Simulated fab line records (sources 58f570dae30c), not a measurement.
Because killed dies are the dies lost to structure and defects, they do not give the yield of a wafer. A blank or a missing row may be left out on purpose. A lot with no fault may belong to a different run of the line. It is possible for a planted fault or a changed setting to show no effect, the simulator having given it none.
Problem report, 8D (eight disciplines) form, completed by code ; flow berkeley cmos170 ; the parts of the form that need people (team, actions taken, sign-off) are left out

1. WHAT IS WRONG
M2_AL_RS at UCB170_M2_RS_MEAS_02 reads a mean of 0.0349 ohm/sq on 2 wafers of 1 lot; wafers without a fault read 0.0323 ohm/sq with a standard deviation of 0.00036. Measured from the usual mean, that is +7.2 standard deviations.
The step: measures by four-point-probe.
First observed at day 10 07:08: wafer L456.2, on film metro-03. The record has a number at this step for 39 wafers belonging to 13 lots. The rule behind "out" and "out of limits": a value lying over 4 standard deviations away from the usual mean. All remaining wafers that have a number are taken as sound.

2. WHAT IT IS, WHAT IT ISN'T
question;is;is not
which readings at this step;M2_AL_RS;-
which lots;L456;L446, L447, L448, L449, L450, L451, L453, L457, L461, L462, L464, L466
which wafers of those lots;L456.2, L456.5;L456.4
read on which gauges;film metro-03;film metro-01, film metro-02
when;from day 10 07:08;"up to then (25 sound wafers); but 12 sound wafers of L461, L462, L464, L466 came after"

3. WHAT RULES OUT EACH SUSPECT
Counting: any tool at a process step up to the reading remains a suspect provided it ran every lot that is out. Sound lots after the first of them don't rule it out here, since some wafers of a struck lot are sound.
- the gauge at UCB170_M2_RS_MEAS_02 is ruled out. All the wafers that are out were read on film metro-03, but those of them that UCB170_M2_SPUTTER_01 has rows for are out there too, on other tools.
- pvd sputter-03 at UCB170_M2_SPUTTER_01 (material Al, target thk 900 nm, time 120 s): kept. L456, the lot that is out, went through it at day 10 07:02; up to then, the latest sound lot through it was L451 at day 9 23:32. Its own readings are out on those wafers: chamber pressure pa.
Left after counting: pvd sputter-03 at UCB170_M2_SPUTTER_01.

4. THE CAUSE (what the simulator had put in)
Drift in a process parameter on pvd sputter-03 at UCB170_M2_SPUTTER_01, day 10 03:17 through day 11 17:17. The setting chamber pressure pa was moved by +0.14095, starting from 0.5. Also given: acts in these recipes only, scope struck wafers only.
After counting, this tool was the only one left.

5. THE EFFECT CHAIN, in route order
Each row: a reading where the mean over the struck wafers with a number is more than 3 standard deviations away from the usual. Only readings for which the record gives a usual standard deviation are gone through. hours: the time from each lot's start at the first step in this table that gives one to its start at this step, as a median over the lots. sigmas: the change in usual standard deviations.
hours;step;reading;usual;on struck wafers;change;sigmas
0;UCB170_M2_SPUTTER_01;chamber pressure pa;0.5000 Pa;0.6418;+0.1418;+99 or more
0;UCB170_M2_SPUTTER_01;throttle valve pct;29.9 %;26.8;-3.1;-3.4
0;UCB170_M2_RS_MEAS_02;M2_AL_RS;0.0323 ohm/sq;0.0349;+0.0026;+7.2
0;UCB170_M2_THK_MEAS_03;M2_AL_THK;912 nm;842;-70;-6.3
Its process steps:
- UCB170_M2_SPUTTER_01: material Al, target thk 900 nm, time 120 s.
Later steps that measure or inspect, where all struck wafers having a row at the step show a number for every such reading and not one has moved that far: UCB170_M2_CD_MEAS_90.

6. WHAT WOULD HAVE CAUGHT IT SOONER
In this record the first reading out of limits at a measuring or inspecting step was taken at day 10 07:08, 4 hours after the fault began at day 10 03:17.
At UCB170_M2_SPUTTER_01, the tool's own readings (chamber pressure pa) were out on each struck wafer the step has a row for, so an alarm limit on them would have fired on the first such wafer.
Lots out: 1; all had begun UCB170_M2_SPUTTER_01 on pvd sputter-03 by day 10 07:08. Tool hold at that time: it would have spared none of them.
